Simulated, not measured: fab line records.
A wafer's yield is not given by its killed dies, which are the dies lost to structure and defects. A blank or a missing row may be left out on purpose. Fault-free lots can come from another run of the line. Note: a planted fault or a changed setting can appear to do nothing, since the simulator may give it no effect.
A lot that was struck, set against a sound lot :: flow rit_cmos :: 29 steps out of a route of 202
Sound: these wafers, L432.2, L432.3, L432.4. Wafers struck: L449.3, L449.5, L449.6. At the end, the cause is stated.
Per side, at each step with rows, come the tool, then ch with its chambers, and then its first start. Under that, the readings that differ: sound wafers :: struck wafers :: difference of the means :: sigmas: that difference in standard deviations of wafers without a fault.
alike: same words and numbers on both sides, and readings whose means sit less than 2 such deviations apart. not compared: any withheld reading, any reading some wafer has no value for, any bound like >300 that may hide the same value, and any number with overlapping values for which the record gives no deviation.
A row with sigmas, a row that says differs or no value, or rows on one side alone: a step with any of these is where the two part. Non-overlapping numbers with no deviation appear without sigmas and do not part them. Lack of a reading on every wafer of one side parts them only where that side has two or more wafers.

RIT_SDANNEAL_RTA_03: time 5 s.
  sound on rtp_anneal-02 ch 0, day 4 06:39; struck on rtp_anneal-01 ch 0, day 7 13:11
  alike: wafer_temp_C_max
RIT_SDANNEAL_RS_MEAS_04: a four-point-probe measurement.
  sound on film_metro-02 at day 4 06:43; struck on film_metro-01 at day 7 13:16
  alike: PSD_RS
RIT_SDANNEAL_RS_MEAS_05: a four-point-probe measurement.
  sound on film_metro-02 at day 4 06:50; struck on film_metro-01 at day 7 13:23
  alike: NSD_RS
RIT_SDANNEAL_RS_MEAS_06: a four-point-probe measurement.
  sound on film_metro-02 at day 4 06:58; struck on film_metro-01 at day 7 13:30
  alike: PLDD_RS
RIT_SDANNEAL_RS_MEAS_07: a four-point-probe measurement.
  sound on film_metro-02 at day 4 07:05; struck on film_metro-01 at day 7 13:37
  alike: NLDD_RS
then, 1 step without rows for these wafers: RIT_SILICIDE_WET_ETCH_00 (etches SiO2 in BOE, target depth 14 nm, time 15 s).
RIT_SILICIDE_SPUTTER_01: material Ti, target thk 30 nm, time 240 s.
  sound on pvd_sputter-02 at day 4 07:11; struck on pvd_sputter-04 at day 7 13:43
  alike: throttle_valve_pct
RIT_SILICIDE_RS_MEAS_02: a four-point-probe measurement.
  sound on film_metro-04 at day 4 07:22; struck on film_metro-02 at day 7 13:54
  alike: SILICIDE_TI_RS
RIT_SILICIDE_THK_MEAS_03: measures by xrf.
  sound on film_metro-04 at day 4 07:28; struck on film_metro-02 at day 7 14:00
  alike: SILICIDE_TI_THK
RIT_SILICIDE_RTA_04: time 10 s, ramp up 5 s, ramp down 5 s.
  sound on rtp_anneal-01 ch 0, day 4 07:32; struck on rtp_anneal-02 ch 0, day 7 14:04
  alike: wafer_temp_C_max
then, 1 step without rows for these wafers: RIT_SILICIDE_WET_ETCH_05 (etches Ti in SPM, time 120 s).
RIT_SILICIDE_RTA_06: time 10 s, ramp up 5 s, ramp down 10 s.
  sound on rtp_anneal-02 ch 0, day 4 07:38; struck on rtp_anneal-01 ch 0, day 7 14:10
  alike: wafer_temp_C_max
RIT_CONTACT_CVD_00: deposits SiO2 from TEOS, target thk 400 nm, time 61 s.
  sound on pecvd-02 ch 1,2, day 4 07:42; struck on pecvd-04 ch 1,2, day 7 14:26
  alike: heater_power_w
RIT_CONTACT_THK_MEAS_01:
  sound on film_metro-01 at day 4 07:46; struck on film_metro-04 at day 7 14:30
reading: CONTACT_TEOS_THK (nm)
sound: 396 400 405
struck: 796 815 803
difference: +404
sigmas: +79
then, 6 steps without rows for these wafers: RIT_CONTACT_HMDS_02 (prime time 60 s); RIT_CONTACT_COAT_03 (resist thk 1000 nm); RIT_CONTACT_SOFTBAKE_04 (time 60 s); RIT_CONTACT_EXPOSE_05 (exposes mask M11, target cd 1000 nm); RIT_CONTACT_PEB_06; RIT_CONTACT_DEVELOP_07 (develop time 120 s).
RIT_CONTACT_CD_MEAS_08: the cd target is 1000 nm.
  sound on cd_sem-02 at day 4 08:48; struck on cd_sem-02 at day 7 15:33
  alike: cd_nm
RIT_CONTACT_OVL_MEAS_09:
  sound on overlay-02 at day 4 08:54; struck on overlay-01 at day 7 15:38
  alike: CONTACT_OVL
then, 1 step without rows for these wafers: RIT_CONTACT_HARDBAKE_10 (time 60 s).
RIT_CONTACT_ETCH_11: etches SiO2 in CHF3/CF4/Ar, stops on TiSi2, target depth 480 nm, time 320 s.
  sound on rie_diel-03 ch 1,2,3, day 4 09:05; struck on rie_diel-03 ch 0,1,3, day 7 15:49
reading: model.etch.depth_nm (nm)
sound: 396.7 400.5 404.6
struck: 475 473.3 475.8
difference: +74
sigmas: 

reading: model.CONTACT.feature_depth_nm (nm)
sound: 396.7 400.5 404.6
struck: 475 473.3 475.8
difference: +74
sigmas: 
  alike: drypump_motor_current_A, mfc_ar_sccm, oes_product_au, throttle_valve_pct
  not compared: rf_hours_counter_h
RIT_CONTACT_STRIP_12: strips in O2, time 180 s.
  sound on plasma_asher-02 ch 0,1, day 4 09:17; struck on plasma_asher-04 ch 0,1, day 7 16:04
  alike: drypump_motor_current_A
  not compared: rf_hours_counter_h
RIT_CONTACT_CD_MEAS_90: the cd target is 1000 nm.
  sound on cd_sem-02 at day 4 09:28; struck on cd_sem-01 at day 7 16:14
  alike: cd_nm
RIT_CONTACT_CLEAN_13: cleans in SC1, time 600 s.
  sound on wet_bench-03 ch 2, day 4 09:34; struck on wet_bench-01 ch 1, day 7 16:19
reading: model.SiO2_of_CONTACT_CVD_00.thk_nm (nm)
sound: 392.6 396.3 400.5
struck: 791.9 811.3 799.3
difference: +404.4
sigmas: 
then, 1 step without rows for these wafers: RIT_CONTACT_CLEAN_14 (cleans in SC2, time 600 s).
RIT_M1_PROBE_99:
  sound on prober-01 at day 4 14:13; struck on prober-02 at day 7 20:51
reading: killed_at_contacts
sound: 0 0 0
struck: 260 258 259
difference: +259
sigmas: +99 or more

reading: killed_dies
sound: 9 16 3
struck: 264 264 264
difference: +255
sigmas: +77

reading: killed_on_rim
sound: 2 6 2
struck: 70 70 70
difference: +67
sigmas: +48
  alike: killed_at_front_end, killed_open, killed_short

WHERE THEY PART
Earliest at RIT_CONTACT_THK_MEAS_01; latest, in this record, at RIT_M1_PROBE_99.

WHY: whatever the simulator had introduced
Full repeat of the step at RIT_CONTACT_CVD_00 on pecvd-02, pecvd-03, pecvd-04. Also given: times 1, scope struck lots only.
